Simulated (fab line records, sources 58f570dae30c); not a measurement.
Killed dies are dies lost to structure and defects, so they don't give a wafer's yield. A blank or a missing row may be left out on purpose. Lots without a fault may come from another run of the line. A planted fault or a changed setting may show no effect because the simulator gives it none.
Which tool did it? | flow berkeley_cmos170 | 7 lots, 21 wafers sampled, at 3 steps of a route of 331

WHAT THE GAUGES READ, wafer by wafer
UCB170_CONTACT_OVL_MEAS_16.
lot  | measured     | on         | CONTACT_OVL (nm)
L314 | day 8 16:37  | overlay-01 | 9 9 2
L315 | day 9 10:11  | overlay-01 | 9 3 -4
L316 | day 9 11:49  | overlay-02 | 7 11 5
L319 | day 10 04:57 | overlay-01 | -11 -4 -6
L331 | day 12 11:04 | overlay-02 | -1 -9 -5
L330 | day 12 10:37 | overlay-01 | 8 15 0
L333 | day 12 14:17 | overlay-01 | -2 -6 -3

WHICH TOOL RAN EACH LOT (tool, then ch and the chambers of the sampled wafers, then the start)
lot  | UCB170_NSD_PEB_04                 | UCB170_SDANNEAL_RTA_00
L314 | litho_track-03 ch 0, day 8 10:08  | rtp_anneal-01 ch 0, day 8 11:52
L315 | litho_track-02 ch 0, day 9 01:31  | rtp_anneal-02 ch 0, day 9 05:26
L316 | litho_track-02 ch 0, day 9 03:53  | rtp_anneal-02 ch 0, day 9 06:10
L319 | litho_track-01 ch 0, day 9 20:58  | rtp_anneal-02 ch 0, day 9 22:41
L331 | litho_track-01 ch 0, day 12 00:23 | rtp_anneal-02 ch 0, day 12 04:43
L330 | litho_track-03 ch 0, day 12 00:49 | rtp_anneal-02 ch 0, day 12 04:33
L333 | litho_track-03 ch 0, day 12 06:14 | rtp_anneal-01 ch 0, day 12 07:55
- UCB170_NSD_PEB_04
- UCB170_SDANNEAL_RTA_00: time 10 s.

THE ANSWER, worked out from the rows above alone
Rule: what is usual is taken from the lots themselves. Put in order of their means at a reading, lots are off if they are a third of the lots or fewer, leave a main group of 4 or more, and stand apart from it by a gap of 3 or more times the standard deviation of the main group's means; of several such gaps the widest counts. A main group whose means are all the same, to the digits that the tables above print for the reading, isn't used. A lot without any number at a reading at which 4 lots or more have one is off too. The other lots that the step has rows for count as sound.
No lot is off at any reading shown: from this, nothing can be told.

WHAT THE SIMULATOR HAD PUT IN
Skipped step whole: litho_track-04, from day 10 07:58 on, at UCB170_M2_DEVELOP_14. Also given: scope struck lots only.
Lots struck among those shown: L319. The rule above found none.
